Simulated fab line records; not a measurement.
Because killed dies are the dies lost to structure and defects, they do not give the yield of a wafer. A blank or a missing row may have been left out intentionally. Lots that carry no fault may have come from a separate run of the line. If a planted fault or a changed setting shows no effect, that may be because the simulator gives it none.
One fault seen from 2 desks -- flow berkeley_cmos170 -- each desk has only its own numbers; what lay behind them comes last

## THE TOOL OWNER'S DESK: lpcvd-01
The tool's own readings at UCB170_CONTACT_CVD_01 (deposits PSG from SiH4/O2/PH3, target thk 700 nm, time 2820 s): means of the sampled wafers that have a number, for each lot that ran on this tool. If a lot's mean is further than 4 standard deviations from the usual mean, the lot is out of limits and carries the mark OUT (the distance appears in the brackets).
Columns: A = o2_flow_sccm at UCB170_CONTACT_CVD_01, usual 90.0 sccm; B = ph3_flow_sccm at UCB170_CONTACT_CVD_01, usual 25.00 sccm
lot,first seen here,A,B
L357,day 9 00:13,90.3,24.86
L359,day 9 00:13,90.1,25.03
L367,day 10 08:43,72.3 (-59) OUT,25.00
L368,day 10 08:43,71.7 (-61) OUT,24.91
This desk's finding: out of limits on L367, L368; first on L367, day 10 08:43 (o2_flow_sccm at UCB170_CONTACT_CVD_01). L357, L359: within limits.

## AT THE METROLOGY DESK
Means of the sampled wafers that have a number, per lot and without regard to the tool the lot ran on: this is what the gauges read. If a lot's mean is further than 4 standard deviations from the usual mean, the lot is out of limits and carries the mark OUT (the distance appears in the brackets).
Columns: A = cd_nm at UCB170_PSD_CD_MEAS_06, usual 1200.1 nm; B = NSD_OVL at UCB170_NSD_OVL_MEAS_07, usual 1 nm; C = NLDD_RS at UCB170_SDANNEAL_RS_MEAS_05, usual 616.1 ohm/sq; D = CONTACT_PSG_THK at UCB170_CONTACT_THK_MEAS_02, usual 703 nm
lot,first seen here,A,B,C,D
L356,day 7 23:00,1200.7,5,616.9,702
L355,day 7 23:22,1200.1,0,617.9,702
L357,day 8 17:15,1200.9,-2,616.0,710
L359,day 8 17:39,1199.6,10,616.1,705
L360,day 8 17:44,1199.4,2,616.4,699
L358,day 8 17:58,1200.0,1,615.6,698
L368,day 10 00:59,1201.8,8,613.2,620 (-15) OUT
L367,day 10 01:17,1199.7,-1,616.0,634 (-12) OUT
L374,day 12 00:23,1200.8,-2,617.3,709
L375,day 12 00:53,1201.9,-5,614.9,704
This desk finds L367, L368 out of limits, with the earliest case on L367 at day 10 10:30 (CONTACT_PSG_THK at UCB170_CONTACT_THK_MEAS_02). L356, L355, L357, L359, L360, L358, L374, L375: within limits.

## ALL TOGETHER
The tool owner's desk had the chance to raise an alarm at day 10 08:43 on L367, L368.
The metrology desk could have raised an alarm at day 10 10:30, on L367, L368.
All the named lots went through UCB170_CONTACT_CVD_01 on lpcvd-01.

## WHAT HAD BEEN PUT IN BY THE SIMULATOR
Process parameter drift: lpcvd-01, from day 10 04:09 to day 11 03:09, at UCB170_CONTACT_CVD_01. Setting o2_flow_sccm shifted by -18 from 90.
Lots struck among those shown: L367, L368.
Fault start to first reading out of limits, in hours, per desk: tool owner, 5; metrology, 6.
